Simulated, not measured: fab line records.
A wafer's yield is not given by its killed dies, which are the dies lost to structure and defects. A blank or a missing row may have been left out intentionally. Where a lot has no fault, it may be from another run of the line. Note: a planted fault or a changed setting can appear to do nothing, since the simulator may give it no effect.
A lot that was struck, set against a sound lot + flow berkeley cmos170 + 16 steps out of a route of 331
Sound: wafers L933.3, L933.4, L933.5. Struck: wafer L929.1. (L929.3, L929.4 of the same lot were not struck and are left out.) The cause comes at the end.
At each step with rows: each side's tool, then ch and its chambers, then its first start. Under that, the readings that differ: sound wafers + struck wafers + difference of the means + sigmas: that difference in standard deviations of wafers without a fault.
alike: same words and numbers on both sides, and readings whose means sit less than 2 such deviations apart. not compared: any withheld reading, any reading some wafer has no value for, any bound like >300 that may hide the same value, and any number with overlapping values for which the record gives no deviation.
The two part at a step that has a row with sigmas, a row that says differs or no value, or rows on one side only. When numbers do not overlap yet have no deviation, they are printed without sigmas and do not part them. Lack of a reading on every wafer of one side parts them only where that side has two or more wafers.

first, 6 steps without rows for these wafers: UCB170_M2_COAT_09; UCB170_M2_COAT_10 (resist thk 900 nm); UCB170_M2_SOFTBAKE_11 (time 60 s); UCB170_M2_EXPOSE_12 (exposes mask METAL2, target cd 700 nm); UCB170_M2_PEB_13; UCB170_M2_DEVELOP_14 (develop time 45 s).
UCB170_M2_CD_MEAS_15: the cd target is 700 nm.
  struck on cd sem-01, day 10 14:33; sound on cd sem-02, day 11 07:10
  alike: cd nm
UCB170_M2_OVL_MEAS_16:
  struck on overlay-02, day 10 14:40; sound on overlay-01, day 11 07:15
  alike: M2_OVL
UCB170_M2_ETCH_17: etches BARC in N2/H2.
  sound on rie diel-01 ch 2,3, day 11 07:17; struck on rie diel-01 ch 1, day 10 14:43
| reading                | sound             | struck | difference | sigmas |
|------------------------|-------------------|--------|------------|--------|
| throttle valve pct (%) | 13.85 13.41 13.86 | 12.91  | -0.80      | -3     |
  alike: drypump motor current A, oes product au
UCB170_M2_METAL_ETCH_18: etches Al in Cl2/BCl3, stops on SiO2, target depth 1170 nm, time 195 s.
  sound on rie metal-02 ch 0,1, day 11 07:23; struck on rie metal-01 ch 0, day 10 14:45
| reading                     | sound       | struck | difference                   | sigmas |
|-----------------------------|-------------|--------|------------------------------|--------|
| drypump motor current A (A) | 6.4 5.9 6.4 | 5.4    | -0.8                         | -2     |
| rf hours counter h (h)      | - - -       | 2      | no value on the sound wafers |        |
  alike: bcl3 flow sccm, oes product au, throttle valve pct
UCB170_M2_STRIP_19: strips in O2.
  sound on plasma asher-01 ch 0,1, day 11 07:32; struck on plasma asher-04 ch 1, day 10 14:56
| reading                | sound | struck | difference                   | sigmas |
|------------------------|-------|--------|------------------------------|--------|
| rf hours counter h (h) | - - - | 12     | no value on the sound wafers |        |
  alike: drypump motor current A, oes product au
UCB170_M2_CD_MEAS_90: the cd target is 700 nm.
  struck on cd sem-01, day 10 15:02; sound on cd sem-01, day 11 07:39
  alike: cd nm
UCB170_V2_CVD_00: deposits SiO2 from TEOS/O2, target thk 2000 nm, time 250 s.
  sound on pecvd-03 ch 0,2, day 11 07:44; struck on pecvd-02 ch 0, day 10 15:10
| reading                             | sound             | struck | difference | sigmas |
|-------------------------------------|-------------------|--------|------------|--------|
| heater power w (W)                  | 251 186 148       | 352    | +157       | +2     |
| run length s (s)                    | 277.8 278.4 278.7 | 314.9  | +36.6      | +59    |
| model.SiO2_of_V2_CVD_00.thk nm (nm) | 1958 1994 2022    | 2263   | +272       |        |
  not compared: since wet clean h
UCB170_V2_THK_MEAS_01:
  struck on film metro-01, day 10 15:19; sound on film metro-02, day 11 07:54
| reading          | sound          | struck | difference | sigmas |
|------------------|----------------|--------|------------|--------|
| V2_TEOS_THK (nm) | 1959 1993 2023 | 2263   | +271       | +10    |
UCB170_V2_CMP_02: polishes SiO2.
  sound on cmp-02 ch 0,3, day 11 07:56; struck on cmp-01 ch 3, day 10 15:43
  alike: head pressure psi, motor current A
next, for these wafers, 1 step has no rows: UCB170_M3_PROBE_99.

== WHERE THEY PART ==
Last at UCB170_V2_THK_MEAS_01 as far as this record goes, first at UCB170_M2_ETCH_17. Later steps at which nothing parts them and some readings are alike: UCB170_V2_CMP_02.

WHY: what had been put in by the simulator
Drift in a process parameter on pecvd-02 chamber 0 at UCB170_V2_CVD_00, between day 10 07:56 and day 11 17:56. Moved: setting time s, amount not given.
